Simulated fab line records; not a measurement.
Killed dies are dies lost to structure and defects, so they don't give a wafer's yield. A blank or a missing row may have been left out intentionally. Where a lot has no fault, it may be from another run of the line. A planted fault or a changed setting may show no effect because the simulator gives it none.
fab line records	flow berkeley_cmos170
record: lots: 16	wafers: 48	last_day: 9
route steps=331 shown NWELL@28 PWELL@40 NVT@113 PVT@121
lots with no fault: from the same line, run without faults
start_h: hours from the record's first day to the start of the lot's first wafer shown	wait_h: how many hours have passed since the lot's step before this one	" identical to the entry in the row above	L1.1+2: a single row standing in for several wafers	- no value, or no start was given	* or withheld: withheld	< > ~ a bound
route shown NAME@n: NAME is a module with steps in the file, n the number in the route of the first one	usual: mean and standard deviation over wafers with no fault	same: alike in all rows	chamber/n: place in a boat	sites: readings site by site	_std_site: the standard deviation of these	_edge_site: the outer-site mean with the inner-site mean subtracted	radius_mm: how far each site lies from the wafer's centre	mask NAME#n: copy n	behind: the last tool/chamber to shape the wafer	hold: the reason the lot was held/the length of the hold in hours/how it ended	device: the transistor (n, p or np) that didn't switch	end of line: the route-end tests of the same wafers	step lacking rows: just its recipe	killed: at the first sort, the dies lost to defects and structure; wafer yield is something else	map: a wafer's dies, marking killed ones x, the rest . and places with no die _
set.NAME: the setting as run; set.NAME@STEP: as run at that earlier step	model.NAME: the simulator's own value behind a step, which no gauge read
a sample of lots followed through the steps of the route, with each step as a table and each wafer as a row
services: the hour from which a tool's chamber was out of use, counted from the record's first day as start_h (under 0 if before that day), plus the number of hours and why
== steps ==
step: UCB170_NWELL_IMPLANT_14
recipe: species: P	dose_cm2: 1e+13	energy_kev: 150	tilt_deg: 7
usual: beam_on_s: 10.01/0.19	implant_ion_amu: 31/0	tilt_deg: 7.004/0.02
lot.wafer	tool	chamber	start_h	wait_h	beam_on_s	implant_ion_amu	tilt_deg
L313.2	implanter-02	0	37.20	0.1	9.95	31	7.014
L313.3	"	0	"	"	10.10	31	7.009
L313.4	"	0	"	"	9.79	31	7.044
L314.1	implanter-03	0	37.50	0.1	10.21	31	6.984
L314.3	"	0	"	"	10.22	31	6.988
L314.6	"	0	"	"	10.18	31	7.007
L316.1	implanter-03	0	46.13	0.1	10.08	31	6.975
L316.2	"	0	"	"	10.04	31	6.984
L316.5	"	0	"	"	9.86	31	6.979
L317.2	implanter-04	0	55.75	0.1	10.24	31	7.000
L317.3	"	0	"	"	9.83	31	7.003
L317.5	"	0	"	"	9.70	31	7.000
L319.3	implanter-02	0	61.26	0.1	10.03	31	7.000
L319.4	"	0	"	"	9.78	31	6.992
L319.5	"	0	"	"	9.91	31	7.000
L320.2	implanter-04	0	70.71	0.1	9.89	31	7.007
L320.3	"	0	"	"	10.00	31	6.996
L320.6	"	0	"	"	9.84	31	7.012
L321.2	implanter-02	0	70.88	0.1	10.01	31	7.008
L321.4	"	0	"	"	10.03	31	6.985
L321.5	"	0	"	"	9.98	31	7.006
L322.3	implanter-03	0	78.23	0.1	10.13	31	6.994
L322.4	"	0	"	"	10.33	31	7.015
L322.6	"	0	"	"	9.90	31	7.013
L323.1	implanter-03	0	80.78	0.1	9.84	31	7.001
L323.5	"	0	"	"	10.14	31	6.989
L323.6	"	0	"	"	10.00	31	7.020
L324.2	implanter-04	0	83.01	0.1	9.85	31	6.974
L324.3	"	0	"	"	10.05	31	6.993
L324.6	"	0	"	"	9.94	31	6.985
L326.1	implanter-04	0	90.47	0.1	10.02	31	7.004
L326.2	"	0	"	"	9.59	31	7.031
L326.6	"	0	"	"	9.62	31	7.012
L325.2	implanter-02	0	90.77	0.1	10.01	31	7.049
L325.4	"	0	"	"	10.01	31	7.014
L325.6	"	0	"	"	10.20	31	7.053
L327.3	implanter-02	0	99.40	0.1	10.28	11	7.004
L327.5	"	0	"	"	9.86	11	6.996
L327.6	"	0	"	"	10.26	11	7.029
L328.1	implanter-02	0	104.97	0.1	9.89	11	6.993
L328.4	"	0	"	"	10.08	11	6.992
L328.5	"	0	"	"	10.07	11	6.999
L329.2	implanter-04	0	110.91	0.1	10.12	11	6.977
L329.4	"	0	"	"	10.14	11	6.962
L329.5	"	0	"	"	9.96	11	6.992
L330.3	implanter-03	0	116.35	0.1	10.19	11	7.024
L330.5	"	0	"	"	10.02	11	7.027
L330.6	"	0	"	"	9.94	11	7.021
step: UCB170_NWELL_TW_MEAS_16
usual: NWELL_TW: 1243/14
lot.wafer	tool	chamber	start_h	wait_h	NWELL_TW
L313.2	film_metro-04	-	37.43	0.1	1248
L313.3	"	-	"	"	1252
L313.4	"	-	"	"	1250
L314.1	film_metro-02	-	37.75	0.1	1242
L314.3	"	-	"	"	1246
L314.6	"	-	"	"	1241
L316.1	film_metro-01	-	46.38	0.1	1235
L316.2	"	-	"	"	1239
L316.5	"	-	"	"	1238
L317.2	film_metro-01	-	55.99	0.1	1230
L317.3	"	-	"	"	1230
L317.5	"	-	"	"	1228
L319.3	film_metro-04	-	61.48	0.1	1252
L319.4	"	-	"	"	1254
L319.5	"	-	"	"	1259
L320.2	film_metro-01	-	70.94	0.1	1229
L320.3	"	-	"	"	1224
L320.6	"	-	"	"	1232
L321.2	film_metro-01	-	71.11	0.1	1229
L321.4	"	-	"	"	1230
L321.5	"	-	"	"	1234
L322.3	film_metro-04	-	78.45	0.1	1266
L322.4	"	-	"	"	1269
L322.6	"	-	"	"	1265
L323.1	film_metro-04	-	81.03	0.1	1268
L323.5	"	-	"	"	1267
L323.6	"	-	"	"	1270
L324.2	film_metro-01	-	83.24	0.1	1235
L324.3	"	-	"	"	1222
L324.6	"	-	"	"	1236
L326.1	film_metro-01	-	90.72	0.1	1231
L326.2	"	-	"	"	1233
L326.6	"	-	"	"	1231
L325.2	film_metro-01	-	91.00	0.1	1235
L325.4	"	-	"	"	1237
L325.6	"	-	"	"	1237
L327.3	film_metro-01	-	99.62	0.1	508
L327.5	"	-	"	"	504
L327.6	"	-	"	"	502
L328.1	film_metro-02	-	105.22	0.1	514
L328.4	"	-	"	"	511
L328.5	"	-	"	"	511
L329.2	film_metro-04	-	111.14	0.1	517
L329.4	"	-	"	"	517
L329.5	"	-	"	"	514
L330.3	film_metro-01	-	116.57	0.1	505
L330.5	"	-	"	"	503
L330.6	"	-	"	"	505
step: UCB170_PWELL_THK_MEAS_06
recipe: reads: Si3N4_of_PWELL_CVD_05
usual: PWELL_NITRIDE_THK: 220.1/2.3
lot.wafer	tool	chamber	start_h	wait_h	PWELL_NITRIDE_THK[nm]
L314.1	film_metro-01	-	53.76	0.0	222.5
L314.3	"	-	"	"	222.4
L314.6	"	-	"	"	223.7
L313.2	film_metro-04	-	53.77	0.0	218.2
L313.3	"	-	"	"	218.2
L313.4	"	-	"	"	217.1
L316.1	film_metro-03	-	58.48	0.0	216.7
L316.2	"	-	"	"	217.9
L316.5	"	-	"	"	215.6
L317.2	film_metro-04	-	73.17	0.0	219.2
L317.3	"	-	"	"	219.4
L317.5	"	-	"	"	219.6
L319.3	film_metro-01	-	73.18	0.0	218.7
L319.4	"	-	"	"	219.1
L319.5	"	-	"	"	218.5
L320.2	film_metro-03	-	85.17	0.0	222.2
L320.3	"	-	"	"	221.3
L320.6	"	-	"	"	221.3
L321.2	film_metro-04	-	85.17	0.0	221.9
L321.4	"	-	"	"	221.6
L321.5	"	-	"	"	221.9
L324.2	film_metro-03	-	92.99	0.0	220.2
L324.3	"	-	"	"	220.3
L324.6	"	-	"	"	219.8
L322.3	film_metro-04	-	93.00	0.0	220.1
L322.4	"	-	"	"	219.8
L322.6	"	-	"	"	220.7
L323.1	film_metro-04	-	93.04	0.1	219.5
L323.5	"	-	"	"	220.6
L323.6	"	-	"	"	220.4
L326.1	film_metro-04	-	107.70	0.0	224.6
L326.2	"	-	"	"	222.6
L326.6	"	-	"	"	222.7
L325.2	film_metro-03	-	107.71	0.0	220.1
L325.4	"	-	"	"	220.4
L325.6	"	-	"	"	219.1
step: UCB170_NVT_TW_MEAS_09
usual: NVT_TW: 522/4.9
lot.wafer	tool	chamber	start_h	wait_h	NVT_TW
L314.1	film_metro-04	-	107.52	0.1	530
L314.3	"	-	"	"	531
L314.6	"	-	"	"	531
L316.1	film_metro-04	-	107.79	0.1	530
L316.2	"	-	"	"	531
L316.5	"	-	"	"	529
L313.2	film_metro-04	-	108.08	0.1	529
L313.3	"	-	"	"	530
L313.4	"	-	"	"	531
L319.3	film_metro-02	-	123.89	0.1	519
L319.4	"	-	"	"	522
L319.5	"	-	"	"	521
L317.2	film_metro-01	-	124.03	0.1	517
L317.3	"	-	"	"	514
L317.5	"	-	"	"	517
L321.2	film_metro-04	-	139.00	0.1	528
L321.4	"	-	"	"	529
L321.5	"	-	"	"	526
L320.2	film_metro-02	-	139.67	0.1	521
L320.3	"	-	"	"	520
L320.6	"	-	"	"	525
L324.2	film_metro-04	-	146.06	0.1	530
L324.3	"	-	"	"	532
L324.6	"	-	"	"	529
L322.3	film_metro-01	-	146.26	0.1	518
L322.4	"	-	"	"	519
L322.6	"	-	"	"	519
L323.1	film_metro-01	-	146.30	0.1	522
L323.5	"	-	"	"	523
L323.6	"	-	"	"	521
L325.2	film_metro-01	-	153.24	0.1	519
L325.4	"	-	"	"	522
L325.6	"	-	"	"	521
L326.1	film_metro-02	-	153.79	0.1	522
L326.2	"	-	"	"	521
L326.6	"	-	"	"	522
step: UCB170_PVT_OVL_MEAS_06
usual: PVT_OVL: 3/5
lot.wafer	tool	chamber	start_h	wait_h	PVT_OVL[nm]
L314.1	overlay-02	-	108.72	-	-4
L314.3	"	-	"	"	6
L314.6	"	-	"	"	2
L316.1	overlay-01	-	109.65	-	3
L316.2	"	-	"	"	7
L316.5	"	-	"	"	4
L313.2	overlay-01	-	109.96	-	3
L313.3	"	-	"	"	0
L313.4	"	-	"	"	1
L319.3	overlay-01	-	126.06	-	5
L319.4	"	-	"	"	-1
L319.5	"	-	"	"	5
L317.2	overlay-01	-	126.30	-	4
L317.3	"	-	"	"	0
L317.5	"	-	"	"	2
L321.2	overlay-02	-	141.11	-	11
L321.4	"	-	"	"	13
L321.5	"	-	"	"	13
L320.2	overlay-01	-	141.69	-	5
L320.3	"	-	"	"	5
L320.6	"	-	"	"	7
L324.2	overlay-01	-	149.55	-	2
L324.3	"	-	"	"	8
L324.6	"	-	"	"	-2
L322.3	overlay-02	-	149.78	-	3
L322.4	"	-	"	"	-1
L322.6	"	-	"	"	-1
L323.1	overlay-01	-	149.82	-	5
L323.5	"	-	"	"	3
L323.6	"	-	"	"	6
L325.2	overlay-02	-	155.12	-	2
L325.4	"	-	"	"	-1
L325.6	"	-	"	"	0
L326.1	overlay-02	-	155.52	-	3
L326.2	"	-	"	"	4
L326.6	"	-	"	"	2
== services ==
tool	chamber	start_h	hours	kind
implanter-03	-	17.61	19.8	repair
implanter-04	-	32.61	2.4	repair
implanter-04	-	52.03	1.8	repair
implanter-02	-	79.29	3.8	repair
implanter-03	-	94.02	1.3	repair
implanter-02	-	112.05	4.4	pm
implanter-04	-	114.78	19.6	repair
== key ==
first_sign: step: UCB170_NWELL_IMPLANT_14	reading: implant_ion_amu	direction: down	sigmas: 99+	usual: 31	struck: 11
effect: step: UCB170_NWELL_TW_MEAS_16	reading: NWELL_TW	direction: down	sigmas: 53	usual: 1243	struck: 509
met_at UCB170_NWELL_IMPLANT_14
struck_lots L327,L328,L329,L330
later_rows_left_out L327.3,L327.5,L327.6,L328.1,L328.4,L328.5,L329.2,L329.4,L329.5,L330.3,L330.5,L330.6
sort_left_out L327.3,L327.5,L327.6,L328.1,L328.4,L328.5,L329.2,L329.4,L329.5,L330.3,L330.5,L330.6
tester_left_out L327,L328,L329,L330
not_acting_at UCB170_PWELL_THK_MEAS_06,UCB170_NVT_TW_MEAS_09,UCB170_PVT_OVL_MEAS_06
onset_between 90.77 99.40
fault: kind: wrong_recipe_download	tool: implanter-02,implanter-03,implanter-04	chamber: -	onset_h: 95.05	steps: UCB170_NWELL_IMPLANT_14	wrong_recipe.not_listed: 1
tester_left_out: of these lots the tester's yield and bins aren't shown, on N5 and GAA mostly nor the transistor test; their killed dies are dies lost to structure and defects alone, not to doping, threshold or leakage, so they don't give the yield
sort_left_out: the simulated sort isn't trusted on such a fault, so these wafers' sort isn't shown, and their yield isn't known
later_rows_left_out: the simulator's readings of these wafers behind a module that went badly wrong aren't trusted and aren't shown, but for the sort
